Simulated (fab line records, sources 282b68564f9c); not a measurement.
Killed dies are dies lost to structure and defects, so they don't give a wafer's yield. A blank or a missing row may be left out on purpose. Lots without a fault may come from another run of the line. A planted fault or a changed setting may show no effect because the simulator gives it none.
A struck lot beside a sound one | flow rit_cmos | 15 steps out of a route of 202
Sound: wafers L561.1, L561.3, L561.5. Struck: wafers L574.4, L574.6. (L574.2 of the same lot was not struck and is left out.) The cause comes at the end.
At each step with rows: each side's tool, then ch and its chambers, then its first start. Under that, the readings that differ: sound wafers | struck wafers | difference of the means | sigmas: that difference in standard deviations of wafers without a fault.
alike: readings whose means differ by less than 2 such deviations, and words and numbers that are the same on both sides. not compared: withheld readings, readings that some wafer has no value for, bounds like >300 that may hide the same value, and numbers for which the record gives no deviation and whose values overlap.
The two part at a step that has a row with sigmas, a row that says differs or no value, or rows on one side only. Numbers that don't overlap but have no deviation are shown without sigmas and don't part them. A reading that every wafer of one side lacks parts them only if that side has two wafers or more.

RIT_M1_SPUTTER_00: material Al, target thk 400 nm, time 500 s.
  sound on pvd_sputter-01, day 4 12:29; struck on pvd_sputter-01, day 7 02:36
  alike: throttle_valve_pct
RIT_M1_RS_MEAS_01: measures by four-point-probe.
  sound on film_metro-02, day 4 12:47; struck on film_metro-03, day 7 02:55
  alike: M1_AL_RS
RIT_M1_THK_MEAS_02: measures by xrf.
  sound on film_metro-02, day 4 12:54; struck on film_metro-03, day 7 03:02
  alike: M1_AL_THK
then, 6 steps without rows for these wafers: RIT_M1_HMDS_03 (prime time 60 s); RIT_M1_COAT_04 (resist thk 1300 nm); RIT_M1_SOFTBAKE_05 (time 60 s); RIT_M1_EXPOSE_06 (exposes mask M12, target cd 2600 nm); RIT_M1_PEB_07; RIT_M1_DEVELOP_08 (develop time 68 s).
RIT_M1_CD_MEAS_09: target cd 2600 nm.
  sound on cd_sem-02, day 4 13:50; struck on cd_sem-02, day 7 03:59
  alike: cd_nm
RIT_M1_OVL_MEAS_10:
  sound on overlay-01, day 4 13:58; struck on overlay-02, day 7 04:05
  reading     | sound          | struck  | difference | sigmas
  M1_OVL (nm) | -1.0 -1.3 -2.0 | 0.5 2.5 | +2.9       | +2
then, 1 step without rows for these wafers: RIT_M1_HARDBAKE_11 (time 120 s).
RIT_M1_METAL_ETCH_12: etches Al in Cl2/BCl3, stops on SiO2, time 165 s, target depth 600 nm.
  sound on rie_metal-02 ch 0,1, day 4 14:28; struck on rie_metal-04 ch 1, day 7 04:22
  reading                                  | sound             | struck      | difference | sigmas
  model.NOVOLAK_of_M1_COAT_04.thk_nm (nm)  | 807 809 807.3     | 711.5 710.8 | -96.6      |
  model.SiO2_of_CONTACT_CVD_00.thk_nm (nm) | 363.8 359.2 366.3 | 356.8 355.4 | -7.0       |
  model.M1.feature_depth_nm (nm)           | 431.2 439.5 436.8 | 442.1 444.2 | +7.3       |
  alike: drypump_motor_current_A, oes_product_au, throttle_valve_pct
  not compared: rf_hours_counter_h
then, 1 step without rows for these wafers: RIT_M1_STRIP_13 (strips in nmp, time 600 s).
RIT_M1_PROBE_99:
  the record has rows for the struck wafers here (prober-02, day 7 06:47) and none for the sound ones

WHERE THEY PART
First at RIT_M1_OVL_MEAS_10; last, within this record, at RIT_M1_PROBE_99.

WHY: what the simulator had put in
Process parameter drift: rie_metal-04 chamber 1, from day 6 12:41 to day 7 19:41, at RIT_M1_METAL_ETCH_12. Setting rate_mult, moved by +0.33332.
